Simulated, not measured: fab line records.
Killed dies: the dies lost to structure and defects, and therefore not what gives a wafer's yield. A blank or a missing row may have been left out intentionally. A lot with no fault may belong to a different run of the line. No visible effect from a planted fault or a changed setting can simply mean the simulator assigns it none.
Split-lot trial + flow ritCmos + on a route of 202 steps: 5 lots, 23 wafers read

ABOUT THE SPLIT
At RIT_CONTACT_CVD_00 (deposits SiO2 from TEOS, target thk 400 nm, time 61 s), the setting timeS was moved away from the recipe's 61 s on 7 of the 23 wafers read, by -3.9% to +14.9%. This setting was run at the recipe's value on the other wafers.

Between the split and the reading, the file records no step.

THE READING
CONTACT_TEOS_THK (nm), taken at RIT_CONTACT_THK_MEAS_01. Typical for fault-free wafers on this fab line: 399 nm, with standard deviation 5.8 nm.

| wafer  | tool, chamber at the split | timeS as run, s | against the recipe | CONTACT_TEOS_THK, nm | against lot-mates on the recipe |
|--------|----------------------------|-----------------|--------------------|----------------------|---------------------------------|
| L075.2 | pecvd-01, 1,0,2            | 61              | recipe             | 404                  | -                               |
| L075.3 | pecvd-01, 1,0,2            | 61              | recipe             | 395                  | -                               |
| L075.4 | pecvd-01, 1,0,2            | 61              | recipe             | 391                  | -                               |
| L075.5 | pecvd-01, 0                | 61              | recipe             | 400                  | -                               |
| L075.6 | pecvd-01, 1                | 61              | recipe             | 408                  | -                               |
| L076.1 | pecvd-02, 0                | 58.64           | -3.9%              | 376                  | -23                             |
| L076.2 | pecvd-02, 1                | 58.64           | -3.9%              | 385                  | -14                             |
| L076.3 | pecvd-02, 2                | 61              | recipe             | 397                  | -                               |
| L076.4 | pecvd-02, 2                | 61              | recipe             | 405                  | -                               |
| L076.5 | pecvd-02, 0                | 61              | recipe             | 396                  | -                               |
| L080.1 | pecvd-04, 1                | 61              | recipe             | 401                  | -                               |
| L080.2 | pecvd-04, 2                | 61              | recipe             | 402                  | -                               |
| L080.4 | pecvd-04, 1                | 61              | recipe             | 402                  | -                               |
| L084.1 | pecvd-01, 1                | 61              | recipe             | 396                  | -                               |
| L084.2 | pecvd-01, 0                | 67.16           | +10.1%             | 436                  | +36                             |
| L084.3 | pecvd-01, 0,1              | 67.16           | +10.1%             | 442                  | +42                             |
| L084.4 | pecvd-01, 1                | 61              | recipe             | 403                  | -                               |
| L084.5 | pecvd-01, 0,1              | 67.16           | +10.1%             | 440                  | +40                             |
| L085.1 | pecvd-02, 2                | 70.11           | +14.9%             | 461                  | +63                             |
| L085.2 | pecvd-02, 0                | 61              | recipe             | 389                  | -                               |
| L085.4 | pecvd-02, 1                | 61              | recipe             | 397                  | -                               |
| L085.5 | pecvd-02, 0                | 70.11           | +14.9%             | 458                  | +60                             |
| L085.6 | pecvd-02, 2                | 61              | recipe             | 408                  | -                               |
Rows listing several chambers each stand for several wafers; the file does not say which wafer went through which chamber.

FIT RESULTS
A straight line over all 23 wafers: CONTACT_TEOS_THK changes by +4.05 nm for each +1% of timeS; r = +0.98; the points scatter about the line by 5.1 nm.
The same after taking each lot's own level away (the mean of its wafers on the recipe; 23 wafers): +4.11 nm for each +1%; r = +0.98; scatter 5 nm.
Per that fit: largest timeS move, reading shift of 61 nm.
Measured against the standard deviation above, the lots' own levels, which go from 398.0 to 401.7 nm, span 0.6 times it.
Consequently the slope shifts little with the lot-to-lot level, the two slopes agreeing.
Check: for one of the wafers moved furthest among these (+14.9%), held out of the fit, the line's prediction against its lot-mates is +60.1 nm. It came out at +63 nm against them.

THE OTHER SPLITS THESE WAFERS WENT THROUGH
Before the reading, these wafers also passed through other splits. Each is held against what the fit with the lots' levels taken away leaves over:
| other split on the same wafers | wafers away from the commonest value | r with CONTACT_TEOS_THK (lot level and that fit taken away) |
|--------------------------------|--------------------------------------|-------------------------------------------------------------|
| RIT_ACTIVE_COAT_06 spinRpm     | 11                                   | -0.21                                                       |
| RIT_ACTIVE_HARDBAKE_12 tempC   | 10                                   | -0.18                                                       |
| RIT_NRETRO_SOFTBAKE_02 tempC   | 8                                    | +0.03                                                       |
| RIT_NLDD_IMPLANT_08 tiltDeg    | 4                                    | +0.22                                                       |
| RIT_PLDD_HARDBAKE_07 tempC     | 7                                    | -0.12                                                       |
| RIT_PSD_COAT_01 resistThkNm    | 11                                   | +0.19                                                       |

THE WHOLE CHAIN: every reading that the file lists as answering this split, in the file's order
| step                    | what it does                                                                | reading                                                                       | change (the file's fit)              | r (the file's) |
|-------------------------|-----------------------------------------------------------------------------|-------------------------------------------------------------------------------|--------------------------------------|----------------|
| RIT_CONTACT_CVD_00      | deposits SiO2 from TEOS, target thk 400 nm, time 61 s                       | SiO2_of_CONTACT_CVD_00.thkNm (the simulator's own value, which no gauge read) | +3.9 nm for each +1% of the setting  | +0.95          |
| RIT_CONTACT_THK_MEAS_01 |                                                                             | CONTACT_TEOS_THK                                                              | +4.11 for each +1% of the setting    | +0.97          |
| RIT_CONTACT_ETCH_11     | etches SiO2 in CHF3/CF4/Ar, stops on TiSi2, target depth 480 nm, time 320 s | CONTACT.featureDepthNm (the simulator's own value, which no gauge read)       | +4.11 nm for each +1% of the setting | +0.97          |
| RIT_CONTACT_ETCH_11     | etches SiO2 in CHF3/CF4/Ar, stops on TiSi2, target depth 480 nm, time 320 s | etch.depthNm (the simulator's own value, which no gauge read)                 | +3.9 nm for each +1% of the setting  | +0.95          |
| RIT_M1_PROBE_99         |                                                                             | etest.fieldPMetal.vtV (the simulator's own value, which no gauge read)        | -0.209 V for each +1% of the setting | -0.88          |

FILE'S OWN FIT
CONTACT_TEOS_THK changes by +4.11 nm for each +1% of timeS, r = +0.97.
